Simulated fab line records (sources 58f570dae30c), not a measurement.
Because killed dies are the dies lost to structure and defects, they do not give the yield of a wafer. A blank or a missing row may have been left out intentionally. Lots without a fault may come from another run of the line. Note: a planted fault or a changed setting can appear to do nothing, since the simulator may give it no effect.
2 desks looking at one fault ; flow berkeley cmos170 ; what lay behind the numbers comes last; until then each desk has only its own

## METROLOGY DESK
What the gauges read for every lot (on any tool): the sampled wafers with a number, averaged. If a lot's mean is further than 4 standard deviations from the usual mean, the lot is out of limits and carries the mark OUT (the distance appears in the brackets).
Columns: A = cd nm at UCB170_ACTIVE_CD_MEAS_90, usual 1199.6 nm; B = PFIELD_OVL at UCB170_PFIELD_OVL_MEAS_06, usual -5 nm; C = SACOX_OXIDE_THK at UCB170_SACOX_THK_MEAS_02, usual 14.4 nm
lot;first seen here;A;B;C
L864;day 5 16:16;1198.5;-10;14.4
L866;day 5 16:22;1200.9;1;14.6
L865;day 5 16:47;1198.8;-7;14.8
L868;day 6 06:21;1200.4;-3;14.7
L869;day 6 06:37;1200.2;-8;14.3
L871;day 6 20:36;1201.0;3;14.2
L870;day 6 20:44;1200.6;-12;14.6
L873;day 7 10:56;1200.0;-6;14.5
L876;day 8 00:58;1199.2;-3;14.6
L877;day 8 01:04;1199.4;-5;14.2
L879;day 8 07:29;1199.5;-0;14.8
L878;day 8 07:48;1197.8;-9;14.7
L881;day 9 00:17;1197.8;-;-
L882;day 9 10:29;1200.7;-4;13.5
L884;day 9 10:43;1201.5;-1;13.7
This desk's verdict: no lot among the 15 shows anything out of limits.

## FOR THE TOOL OWNER'S DESK: rie diel-03
The tool's own readings at UCB170_ACTIVE_ETCH_15 (etches Si3N4 in CH3F/Ar/O2, stops on SiO2, target depth 242 nm, time 151 s): means of the sampled wafers that have a number, for each lot that ran on this tool. If a lot's mean is further than 4 standard deviations from the usual mean, the lot is out of limits and carries the mark OUT (the distance appears in the brackets).
Columns: A = CH3F_flow_sccm at UCB170_ACTIVE_ETCH_15, usual 19.99 sccm; B = drypump motor current A at UCB170_ACTIVE_ETCH_15, usual 5.7 A; C = oes product au at UCB170_ACTIVE_ETCH_15, usual 0.938 a.u.; D = throttle valve pct at UCB170_ACTIVE_ETCH_15, usual 8.09 %
lot;first seen here;A;B;C;D
L864;day 5 16:02;19.95;5.6;0.947;8.07
L865;day 5 16:35;19.97;5.1;0.951;8.21
L868;day 6 06:09;19.99;5.6;0.956;8.17
L871;day 6 20:22;19.99;5.3;0.943;8.15
L877;day 8 00:52;19.92;5.4;0.946;8.24
L878;day 8 07:36;19.98;5.8;0.937;8.16
L881;day 9 00:05;19.99;5.3;0.941;8.15
This desk's verdict: no lot among the 7 shows anything out of limits.

## TAKEN TOGETHER
Metrology desk: nothing out of limits seen.
The desk of the tool owner found nothing out of limits.

## WHAT HAD BEEN PUT IN BY THE SIMULATOR
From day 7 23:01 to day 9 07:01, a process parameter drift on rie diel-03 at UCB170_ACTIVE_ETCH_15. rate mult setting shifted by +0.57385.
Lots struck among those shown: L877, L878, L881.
